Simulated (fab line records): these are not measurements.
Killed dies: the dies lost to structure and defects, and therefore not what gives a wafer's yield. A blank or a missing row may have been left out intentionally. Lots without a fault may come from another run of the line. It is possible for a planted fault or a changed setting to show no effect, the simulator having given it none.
The tool behind it: which one? || flow berkeley-cmos170 || 45 wafers from 15 lots sampled at 6 of the route's 331 steps

WHAT THE GAUGES READ, wafer by wafer
UCB170_V1_OVL_MEAS_13.
{"lot": "L691", "measured": "day 7 15:58", "on": "overlay-02", "V1_OVL (nm)": "1 -11 -11"}
{"lot": "L692", "measured": "day 8 00:08", "on": "overlay-01", "V1_OVL (nm)": "5 -4 2"}
{"lot": "L694", "measured": "day 8 11:26", "on": "overlay-02", "V1_OVL (nm)": "-4 -4 -7"}
{"lot": "L697", "measured": "day 8 23:52", "on": "overlay-01", "V1_OVL (nm)": "1 -3 -2"}
{"lot": "L696", "measured": "day 9 00:26", "on": "overlay-01", "V1_OVL (nm)": "2 -7 -4"}
{"lot": "L699", "measured": "day 9 04:01", "on": "overlay-01", "V1_OVL (nm)": "-8 -13 -7"}
{"lot": "L703", "measured": "day 10 05:55", "on": "overlay-01", "V1_OVL (nm)": "-2 -3 -4"}
{"lot": "L704", "measured": "day 10 06:10", "on": "overlay-01", "V1_OVL (nm)": "-6 -3 -13"}
{"lot": "L702", "measured": "day 10 06:17", "on": "overlay-02", "V1_OVL (nm)": "5 4 -7"}
{"lot": "L705", "measured": "day 10 06:23", "on": "overlay-01", "V1_OVL (nm)": "-4 0 -7"}
{"lot": "L707", "measured": "day 11 04:18", "on": "overlay-02", "V1_OVL (nm)": "-8 -9 -2"}
{"lot": "L708", "measured": "day 11 04:22", "on": "overlay-01", "V1_OVL (nm)": "0 -1 -2"}
{"lot": "L709", "measured": "day 11 05:42", "on": "overlay-01", "V1_OVL (nm)": "1 -10 2"}
{"lot": "L710", "measured": "day 11 06:26", "on": "overlay-02", "V1_OVL (nm)": "-2 1 -7"}
{"lot": "L711", "measured": "day 11 21:29", "on": "overlay-02", "V1_OVL (nm)": "-2 -4 -4"}

UCB170_V2_THK_MEAS_01.
{"lot": "L691", "measured": "day 7 19:50", "on": "film-metro-01", "V2_TEOS_THK (nm)": "2012 1988 1999"}
{"lot": "L692", "measured": "day 8 03:32", "on": "film-metro-03", "V2_TEOS_THK (nm)": "1961 2031 2030"}
{"lot": "L694", "measured": "day 8 15:22", "on": "film-metro-01", "V2_TEOS_THK (nm)": "1983 2022 2058"}
{"lot": "L697", "measured": "day 9 03:25", "on": "film-metro-01", "V2_TEOS_THK (nm)": "1995 1959 2040"}
{"lot": "L696", "measured": "day 9 04:01", "on": "film-metro-03", "V2_TEOS_THK (nm)": "1977 1971 1983"}
{"lot": "L699", "measured": "day 9 08:09", "on": "film-metro-02", "V2_TEOS_THK (nm)": "2032 2030 2034"}
{"lot": "L703", "measured": "day 10 12:02", "on": "film-metro-02", "V2_TEOS_THK (nm)": "1970 1995 2022"}
{"lot": "L704", "measured": "day 10 12:07", "on": "film-metro-01", "V2_TEOS_THK (nm)": "2027 2062 2055"}
{"lot": "L702", "measured": "day 10 11:55", "on": "film-metro-02", "V2_TEOS_THK (nm)": "2042 2076 2061"}
{"lot": "L705", "measured": "day 10 11:59", "on": "film-metro-03", "V2_TEOS_THK (nm)": "1987 2006 1975"}
{"lot": "L707", "measured": "day 11 08:10", "on": "film-metro-03", "V2_TEOS_THK (nm)": "1992 1994 2034"}
{"lot": "L708", "measured": "day 11 08:25", "on": "film-metro-01", "V2_TEOS_THK (nm)": "2001 2047 2042"}
{"lot": "L709", "measured": "day 11 09:13", "on": "film-metro-03", "V2_TEOS_THK (nm)": "1985 2050 1999"}
{"lot": "L710", "measured": "day 11 09:43", "on": "film-metro-03", "V2_TEOS_THK (nm)": "1944 2021 2015"}
{"lot": "L711", "measured": "day 12 01:07", "on": "film-metro-03", "V2_TEOS_THK (nm)": "2028 2022 2019"}

UCB170_V2_CD_MEAS_90 targets a cd of 700 nm.
{"lot": "L691", "measured": "day 7 22:00", "on": "cd-sem-02", "cd-nm (nm)": "700.5 700.2 699.8"}
{"lot": "L692", "measured": "day 8 05:32", "on": "cd-sem-01", "cd-nm (nm)": "701.7 701.8 705.0"}
{"lot": "L694", "measured": "day 8 17:35", "on": "cd-sem-02", "cd-nm (nm)": "700.4 699.1 700.6"}
{"lot": "L697", "measured": "day 9 06:00", "on": "cd-sem-01", "cd-nm (nm)": "- - -"}
{"lot": "L696", "measured": "day 9 06:10", "on": "cd-sem-02", "cd-nm (nm)": "- - -"}
{"lot": "L699", "measured": "day 9 10:19", "on": "cd-sem-01", "cd-nm (nm)": "- - -"}
{"lot": "L703", "measured": "day 10 14:54", "on": "cd-sem-02", "cd-nm (nm)": "700.0 702.3 702.8"}
{"lot": "L704", "measured": "day 10 15:01", "on": "cd-sem-02", "cd-nm (nm)": "700.1 697.7 699.6"}
{"lot": "L702", "measured": "day 10 14:50", "on": "cd-sem-02", "cd-nm (nm)": "699.5 699.1 698.8"}
{"lot": "L705", "measured": "day 10 14:32", "on": "cd-sem-02", "cd-nm (nm)": "699.1 702.3 698.9"}
{"lot": "L707", "measured": "day 11 10:28", "on": "cd-sem-02", "cd-nm (nm)": "700.8 702.0 699.7"}
{"lot": "L708", "measured": "day 11 11:07", "on": "cd-sem-01", "cd-nm (nm)": "698.9 699.2 700.4"}
{"lot": "L709", "measured": "day 11 11:20", "on": "cd-sem-02", "cd-nm (nm)": "696.1 698.4 699.1"}
{"lot": "L710", "measured": "day 11 11:55", "on": "cd-sem-02", "cd-nm (nm)": "704.2 701.4 699.0"}
{"lot": "L711", "measured": "day 12 03:38", "on": "cd-sem-01", "cd-nm (nm)": "698.7 701.0 700.5"}

WHAT TOOL EACH LOT RAN ON (gives the tool, then ch and the chambers of the sampled wafers, and finally the start)
{"lot": "L691", "UCB170_V2_CMP_02": "cmp-01 ch 1,2,3, day 7 19:57", "UCB170_V2_ETCH_14": "rie-diel-01 ch 0,1,2, day 7 21:43", "UCB170_V2_STRIP_15": "plasma-asher-01 ch 0,1, day 7 21:54"}
{"lot": "L692", "UCB170_V2_CMP_02": "cmp-02 ch 0,3, day 8 03:38", "UCB170_V2_ETCH_14": "rie-diel-02 ch 0,2,3, day 8 05:14", "UCB170_V2_STRIP_15": "plasma-asher-04 ch 0,1, day 8 05:25"}
{"lot": "L694", "UCB170_V2_CMP_02": "cmp-01 ch 0,2, day 8 15:29", "UCB170_V2_ETCH_14": "rie-diel-03 ch 1,2,3, day 8 17:18", "UCB170_V2_STRIP_15": "plasma-asher-01 ch 0,1, day 8 17:29"}
{"lot": "L697", "UCB170_V2_CMP_02": "cmp-02 ch 1,2,3, day 9 03:28", "UCB170_V2_ETCH_14": "rie-diel-02 ch 0,1,3, day 9 05:43", "UCB170_V2_STRIP_15": "plasma-asher-01 ch 0,1, day 9 05:54"}
{"lot": "L696", "UCB170_V2_CMP_02": "cmp-01 ch 0,1,2, day 9 04:13", "UCB170_V2_ETCH_14": "rie-diel-03 ch 0,3, day 9 05:50", "UCB170_V2_STRIP_15": "plasma-asher-04 ch 0,1, day 9 06:03"}
{"lot": "L699", "UCB170_V2_CMP_02": "cmp-01 ch 0,1,2, day 9 08:13", "UCB170_V2_ETCH_14": "rie-diel-02 ch 2,3, day 9 10:02", "UCB170_V2_STRIP_15": "plasma-asher-01 ch 0,1, day 9 10:13"}
{"lot": "L703", "UCB170_V2_CMP_02": "cmp-01 ch 0,2,3, day 10 12:15", "UCB170_V2_ETCH_14": "rie-diel-02 ch 0,2, day 10 14:27", "UCB170_V2_STRIP_15": "plasma-asher-01 ch 0,1, day 10 14:38"}
{"lot": "L704", "UCB170_V2_CMP_02": "cmp-02 ch 1,2, day 10 12:24", "UCB170_V2_ETCH_14": "rie-diel-03 ch 0,1,2, day 10 14:34", "UCB170_V2_STRIP_15": "plasma-asher-04 ch 0,1, day 10 14:45"}
{"lot": "L702", "UCB170_V2_CMP_02": "cmp-01 ch 0,1, day 10 11:57", "UCB170_V2_ETCH_14": "rie-diel-01 ch 0,2,3, day 10 14:20", "UCB170_V2_STRIP_15": "plasma-asher-03 ch 0,1, day 10 14:27"}
{"lot": "L705", "UCB170_V2_CMP_02": "cmp-02 ch 0,1,2, day 10 12:09", "UCB170_V2_ETCH_14": "rie-diel-02 ch 1,2,3, day 10 14:11", "UCB170_V2_STRIP_15": "plasma-asher-01 ch 0,1, day 10 14:22"}
{"lot": "L707", "UCB170_V2_CMP_02": "cmp-02 ch 0,2, day 11 08:17", "UCB170_V2_ETCH_14": "rie-diel-02 ch 1,3, day 11 10:11", "UCB170_V2_STRIP_15": "plasma-asher-01 ch 0,1, day 11 10:22"}
{"lot": "L708", "UCB170_V2_CMP_02": "cmp-01 ch 0,1,2, day 11 08:34", "UCB170_V2_ETCH_14": "rie-diel-03 ch 1,2,3, day 11 10:52", "UCB170_V2_STRIP_15": "plasma-asher-01 ch 0,1, day 11 11:00"}
{"lot": "L709", "UCB170_V2_CMP_02": "cmp-02 ch 0,3, day 11 09:15", "UCB170_V2_ETCH_14": "rie-diel-01 ch 0,1, day 11 11:02", "UCB170_V2_STRIP_15": "plasma-asher-04 ch 0,1, day 11 11:14"}
{"lot": "L710", "UCB170_V2_CMP_02": "cmp-01 ch 0,1, day 11 09:49", "UCB170_V2_ETCH_14": "rie-diel-02 ch 0,2,3, day 11 11:35", "UCB170_V2_STRIP_15": "plasma-asher-01 ch 0,1, day 11 11:49"}
{"lot": "L711", "UCB170_V2_CMP_02": "cmp-02 ch 0,2,3, day 12 01:15", "UCB170_V2_ETCH_14": "rie-diel-01 ch 0,2,3, day 12 03:16", "UCB170_V2_STRIP_15": "plasma-asher-01 ch 0,1, day 12 03:29"}
- UCB170_V2_CMP_02: polishes SiO2.
- UCB170_V2_ETCH_14: etches SiO2 in CHF3/CF4/Ar, stops on Al, target depth 1250 nm, time 291 s.
- UCB170_V2_STRIP_15: strips in O2.

WHAT THE TOOLS THEMSELVES READ (means of the sampled wafers that have a number; where no wafer has one, the mark that the record gives instead)
UCB170_V2_CMP_02.
{"lot": "L691", "tool": "cmp-01", "motor-current-A (A)": 16.3}
{"lot": "L692", "tool": "cmp-02", "motor-current-A (A)": 16.0}
{"lot": "L694", "tool": "cmp-01", "motor-current-A (A)": 16.5}
{"lot": "L697", "tool": "cmp-02", "motor-current-A (A)": 17.3}
{"lot": "L696", "tool": "cmp-01", "motor-current-A (A)": 15.9}
{"lot": "L699", "tool": "cmp-01", "motor-current-A (A)": 16.3}
{"lot": "L703", "tool": "cmp-01", "motor-current-A (A)": 15.2}
{"lot": "L704", "tool": "cmp-02", "motor-current-A (A)": 16.5}
{"lot": "L702", "tool": "cmp-01", "motor-current-A (A)": 14.7}
{"lot": "L705", "tool": "cmp-02", "motor-current-A (A)": 15.2}
{"lot": "L707", "tool": "cmp-02", "motor-current-A (A)": 15.6}
{"lot": "L708", "tool": "cmp-01", "motor-current-A (A)": 16.6}
{"lot": "L709", "tool": "cmp-02", "motor-current-A (A)": 17.9}
{"lot": "L710", "tool": "cmp-01", "motor-current-A (A)": 15.1}
{"lot": "L711", "tool": "cmp-02", "motor-current-A (A)": 16.0}

UCB170_V2_ETCH_14.
{"lot": "L691", "tool": "rie-diel-01", "CHF3_flow_sccm (sccm)": 44.98, "cf4-flow-sccm (sccm)": 14.98, "drypump-motor-current-A (A)": 5.5, "oes-product-au (a.u.)": 0.871, "rf-fwd-power-W (W)": 698.8, "throttle-valve-pct (%)": 6.86}
{"lot": "L692", "tool": "rie-diel-02", "CHF3_flow_sccm (sccm)": 44.99, "cf4-flow-sccm (sccm)": 15.01, "drypump-motor-current-A (A)": 5.6, "oes-product-au (a.u.)": 0.883, "rf-fwd-power-W (W)": 697.3, "throttle-valve-pct (%)": 6.79}
{"lot": "L694", "tool": "rie-diel-03", "CHF3_flow_sccm (sccm)": 45.15, "cf4-flow-sccm (sccm)": 15.01, "drypump-motor-current-A (A)": 5.6, "oes-product-au (a.u.)": 0.862, "rf-fwd-power-W (W)": 697.3, "throttle-valve-pct (%)": 7.04}
{"lot": "L697", "tool": "rie-diel-02", "CHF3_flow_sccm (sccm)": "-", "cf4-flow-sccm (sccm)": "-", "drypump-motor-current-A (A)": "-", "oes-product-au (a.u.)": "-", "rf-fwd-power-W (W)": "-", "throttle-valve-pct (%)": "-"}
{"lot": "L696", "tool": "rie-diel-03", "CHF3_flow_sccm (sccm)": "-", "cf4-flow-sccm (sccm)": "-", "drypump-motor-current-A (A)": "-", "oes-product-au (a.u.)": "-", "rf-fwd-power-W (W)": "-", "throttle-valve-pct (%)": "-"}
{"lot": "L699", "tool": "rie-diel-02", "CHF3_flow_sccm (sccm)": "-", "cf4-flow-sccm (sccm)": "-", "drypump-motor-current-A (A)": "-", "oes-product-au (a.u.)": "-", "rf-fwd-power-W (W)": "-", "throttle-valve-pct (%)": "-"}
{"lot": "L703", "tool": "rie-diel-02", "CHF3_flow_sccm (sccm)": 45.03, "cf4-flow-sccm (sccm)": 15.01, "drypump-motor-current-A (A)": 5.5, "oes-product-au (a.u.)": 0.878, "rf-fwd-power-W (W)": 697.3, "throttle-valve-pct (%)": 6.73}
{"lot": "L704", "tool": "rie-diel-03", "CHF3_flow_sccm (sccm)": 44.93, "cf4-flow-sccm (sccm)": 15.03, "drypump-motor-current-A (A)": 5.5, "oes-product-au (a.u.)": 0.862, "rf-fwd-power-W (W)": 697.1, "throttle-valve-pct (%)": 7.16}
{"lot": "L702", "tool": "rie-diel-01", "CHF3_flow_sccm (sccm)": 44.87, "cf4-flow-sccm (sccm)": 14.99, "drypump-motor-current-A (A)": 5.8, "oes-product-au (a.u.)": 0.870, "rf-fwd-power-W (W)": 701.4, "throttle-valve-pct (%)": 6.93}
{"lot": "L705", "tool": "rie-diel-02", "CHF3_flow_sccm (sccm)": 45.11, "cf4-flow-sccm (sccm)": 15.01, "drypump-motor-current-A (A)": 5.7, "oes-product-au (a.u.)": 0.869, "rf-fwd-power-W (W)": 697.1, "throttle-valve-pct (%)": 6.80}
{"lot": "L707", "tool": "rie-diel-02", "CHF3_flow_sccm (sccm)": 45.04, "cf4-flow-sccm (sccm)": 15.03, "drypump-motor-current-A (A)": 5.7, "oes-product-au (a.u.)": 0.865, "rf-fwd-power-W (W)": 697.5, "throttle-valve-pct (%)": 6.85}
{"lot": "L708", "tool": "rie-diel-03", "CHF3_flow_sccm (sccm)": 44.97, "cf4-flow-sccm (sccm)": 14.98, "drypump-motor-current-A (A)": 5.6, "oes-product-au (a.u.)": 0.866, "rf-fwd-power-W (W)": 697.6, "throttle-valve-pct (%)": 7.04}
{"lot": "L709", "tool": "rie-diel-01", "CHF3_flow_sccm (sccm)": 44.99, "cf4-flow-sccm (sccm)": 15.02, "drypump-motor-current-A (A)": 5.9, "oes-product-au (a.u.)": 0.884, "rf-fwd-power-W (W)": 697.5, "throttle-valve-pct (%)": 6.91}
{"lot": "L710", "tool": "rie-diel-02", "CHF3_flow_sccm (sccm)": 44.89, "cf4-flow-sccm (sccm)": 15.01, "drypump-motor-current-A (A)": 5.6, "oes-product-au (a.u.)": 0.878, "rf-fwd-power-W (W)": 699.1, "throttle-valve-pct (%)": 6.79}
{"lot": "L711", "tool": "rie-diel-01", "CHF3_flow_sccm (sccm)": 44.89, "cf4-flow-sccm (sccm)": 14.97, "drypump-motor-current-A (A)": 5.8, "oes-product-au (a.u.)": 0.870, "rf-fwd-power-W (W)": 699.1, "throttle-valve-pct (%)": 6.90}

UCB170_V2_STRIP_15.
{"lot": "L691", "tool": "plasma-asher-01", "drypump-motor-current-A (A)": 5.84, "oes-product-au (a.u.)": 0.721, "strip-time-to-endpoint-s (s)": 15.43}
{"lot": "L692", "tool": "plasma-asher-04", "drypump-motor-current-A (A)": 6.11, "oes-product-au (a.u.)": 0.721, "strip-time-to-endpoint-s (s)": 15.29}
{"lot": "L694", "tool": "plasma-asher-01", "drypump-motor-current-A (A)": 5.98, "oes-product-au (a.u.)": 0.727, "strip-time-to-endpoint-s (s)": 15.44}
{"lot": "L697", "tool": "plasma-asher-01", "drypump-motor-current-A (A)": 5.98, "oes-product-au (a.u.)": 0.734, "strip-time-to-endpoint-s (s)": 21.65}
{"lot": "L696", "tool": "plasma-asher-04", "drypump-motor-current-A (A)": 5.89, "oes-product-au (a.u.)": 0.732, "strip-time-to-endpoint-s (s)": 21.67}
{"lot": "L699", "tool": "plasma-asher-01", "drypump-motor-current-A (A)": 5.84, "oes-product-au (a.u.)": 0.733, "strip-time-to-endpoint-s (s)": 21.70}
{"lot": "L703", "tool": "plasma-asher-01", "drypump-motor-current-A (A)": 5.82, "oes-product-au (a.u.)": 0.722, "strip-time-to-endpoint-s (s)": 15.18}
{"lot": "L704", "tool": "plasma-asher-04", "drypump-motor-current-A (A)": 6.12, "oes-product-au (a.u.)": 0.721, "strip-time-to-endpoint-s (s)": 15.40}
{"lot": "L702", "tool": "plasma-asher-03", "drypump-motor-current-A (A)": 5.75, "oes-product-au (a.u.)": 0.724, "strip-time-to-endpoint-s (s)": 15.39}
{"lot": "L705", "tool": "plasma-asher-01", "drypump-motor-current-A (A)": 5.83, "oes-product-au (a.u.)": 0.720, "strip-time-to-endpoint-s (s)": 15.31}
{"lot": "L707", "tool": "plasma-asher-01", "drypump-motor-current-A (A)": 6.00, "oes-product-au (a.u.)": 0.722, "strip-time-to-endpoint-s (s)": 15.39}
{"lot": "L708", "tool": "plasma-asher-01", "drypump-motor-current-A (A)": 5.83, "oes-product-au (a.u.)": 0.721, "strip-time-to-endpoint-s (s)": 15.34}
{"lot": "L709", "tool": "plasma-asher-04", "drypump-motor-current-A (A)": 5.89, "oes-product-au (a.u.)": 0.722, "strip-time-to-endpoint-s (s)": 15.40}
{"lot": "L710", "tool": "plasma-asher-01", "drypump-motor-current-A (A)": 6.00, "oes-product-au (a.u.)": 0.719, "strip-time-to-endpoint-s (s)": 15.43}
{"lot": "L711", "tool": "plasma-asher-01", "drypump-motor-current-A (A)": 6.02, "oes-product-au (a.u.)": 0.722, "strip-time-to-endpoint-s (s)": 15.41}

THE ANSWER, worked out from the rows above alone
Rule: the lots themselves supply what counts as usual. The widest of any qualifying gaps counts: lots, ordered by their means at a reading, are off when they make up no more than a third of the lots, leave a main group of 4 or more, and stand apart from it by 3 or more times the standard deviation of that group's means. The tables above print the reading to a certain number of digits; a main group whose means all agree to those digits is not used. Also off: a lot with no number at a reading for which 4 or more lots have one. Where the step has rows for the other lots, those lots are counted as sound. Order of review: gauges by route order, followed by the tools' own readings, for which a lot's mean as printed above is used. At the first step where some lot is off, the reading lying furthest off is the one used; lots without a number count as furthest.
Off: L697, L696, L699 (UCB170_V2_CD_MEAS_90, cd-nm). Without a number there: L697, L696, L699. The main group has a mean of 700.2 nm with a standard deviation of 1.3.
If a tool, at a process step before that reading, ran all the lots that are off and no sound lot after the first of them, it fits. The gauges at UCB170_V2_CD_MEAS_90 aren't tried: what is off there is off at UCB170_V2_ETCH_14 too, on other tools, and a gauge's error can't cause that. None of those tried fits.

WHAT WAS PUT IN BY THE SIMULATOR
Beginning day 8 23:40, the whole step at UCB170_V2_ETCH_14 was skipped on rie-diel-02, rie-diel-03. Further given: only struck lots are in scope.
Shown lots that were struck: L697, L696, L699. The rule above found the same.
